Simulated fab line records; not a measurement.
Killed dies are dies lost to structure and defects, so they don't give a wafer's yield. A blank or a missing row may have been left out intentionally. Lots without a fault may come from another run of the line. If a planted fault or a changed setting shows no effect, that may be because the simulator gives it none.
A lot that was struck, set against a sound lot | flow berkeley-cmos170 | 16 out of 331 route steps
Sound: these wafers, L876.3, L876.4, L876.5. Wafers L875.1, L875.4, L875.5 were the ones struck. At the end, the cause is stated.
Each step with rows lists, per side, the tool, then ch with its chambers, then its first start. Under that, the readings that differ: sound wafers | struck wafers | difference of the means | sigmas: that difference in standard deviations of wafers without a fault.
alike: same words and numbers on both sides, and readings whose means sit less than 2 such deviations apart. not compared: any withheld reading, any reading some wafer has no value for, any bound like >300 that may hide the same value, and any number with overlapping values for which the record gives no deviation.
A row with sigmas, a row that says differs or no value, or rows on one side alone: a step with any of these is where the two part. Non-overlapping numbers with no deviation appear without sigmas and do not part them. Lack of a reading on every wafer of one side parts them only where that side has two or more wafers.

first, 2 steps without rows for these wafers: UCB170_M2_COAT_05 (resist thk 900 nm); UCB170_M2_SOFTBAKE_06 (time 60 s).
UCB170_M2_STRIP_07: strips in O2.
  sound on plasma-asher-04 ch 0,1, day 11 08:44; struck on plasma-asher-01 ch 0,1, day 10 09:14
  alike: drypump-motor-current-A, oes-product-au, strip-time-to-endpoint-s
  not compared: rf-hours-counter-h
then, 7 steps without rows for these wafers: UCB170_M2_STRIP_08 (strips KrF in DMSO, time 600 s); UCB170_M2_COAT_09; UCB170_M2_COAT_10 (resist thk 900 nm); UCB170_M2_SOFTBAKE_11 (time 60 s); UCB170_M2_EXPOSE_12 (exposes mask METAL2, target cd 700 nm); UCB170_M2_PEB_13; UCB170_M2_DEVELOP_14 (develop time 45 s).
UCB170_M2_CD_MEAS_15: the cd target is 700 nm.
  struck on cd-sem-02, day 10 10:27; sound on cd-sem-02, day 11 12:04
  alike: cd-nm
UCB170_M2_OVL_MEAS_16:
  struck on overlay-02, day 10 10:34; sound on overlay-01, day 11 12:10
  reading     | sound      | struck | difference | sigmas
  M2_OVL (nm) | -12 -9 -12 | -1 0 1 | +11        | +2
UCB170_M2_ETCH_17: etches BARC in N2/H2.
  sound on rie-diel-04 ch 1,3, day 11 12:11; struck on rie-diel-02 ch 0,1,2, day 10 10:37
  no value came back on the struck wafers for any of 6 readings (bias-w (W), chamber-pressure-mTorr (mTorr) and others); on the sound wafers bias-w (W) reads 100.27 100.08 100.44
UCB170_M2_METAL_ETCH_18: etches Al in Cl2/BCl3, stops on SiO2, target depth 1170 nm, time 195 s.
  sound on rie-metal-04 ch 0,1, day 11 12:17; struck on rie-metal-04 ch 0,1, day 10 10:39
  reading               | sound             | struck            | difference | sigmas
  oes-product-au (a.u.) | 0.871 0.851 0.859 | 0.381 0.383 0.378 | -0.480     | -40
  alike: bcl3-flow-sccm, bias-w, drypump-motor-current-A, rf-fwd-power-W, throttle-valve-pct
  not compared: rf-hours-counter-h
UCB170_M2_STRIP_19: strips in O2.
  sound on plasma-asher-03 ch 0,1, day 11 12:26; struck on plasma-asher-04 ch 1, day 10 10:50
  alike: drypump-motor-current-A, oes-product-au
  not compared: rf-hours-counter-h
UCB170_M2_CD_MEAS_90: the cd target is 700 nm.
  struck on cd-sem-01, day 10 10:56; sound on cd-sem-02, day 11 12:33
  reading    | sound       | struck | difference                    | sigmas
  cd-nm (nm) | 702 701 699 | - - -  | no value on the struck wafers |

## WHERE THEY PART
Earliest at UCB170_M2_OVL_MEAS_16; latest, in this record, at UCB170_M2_CD_MEAS_90.

WHY: whatever the simulator had introduced
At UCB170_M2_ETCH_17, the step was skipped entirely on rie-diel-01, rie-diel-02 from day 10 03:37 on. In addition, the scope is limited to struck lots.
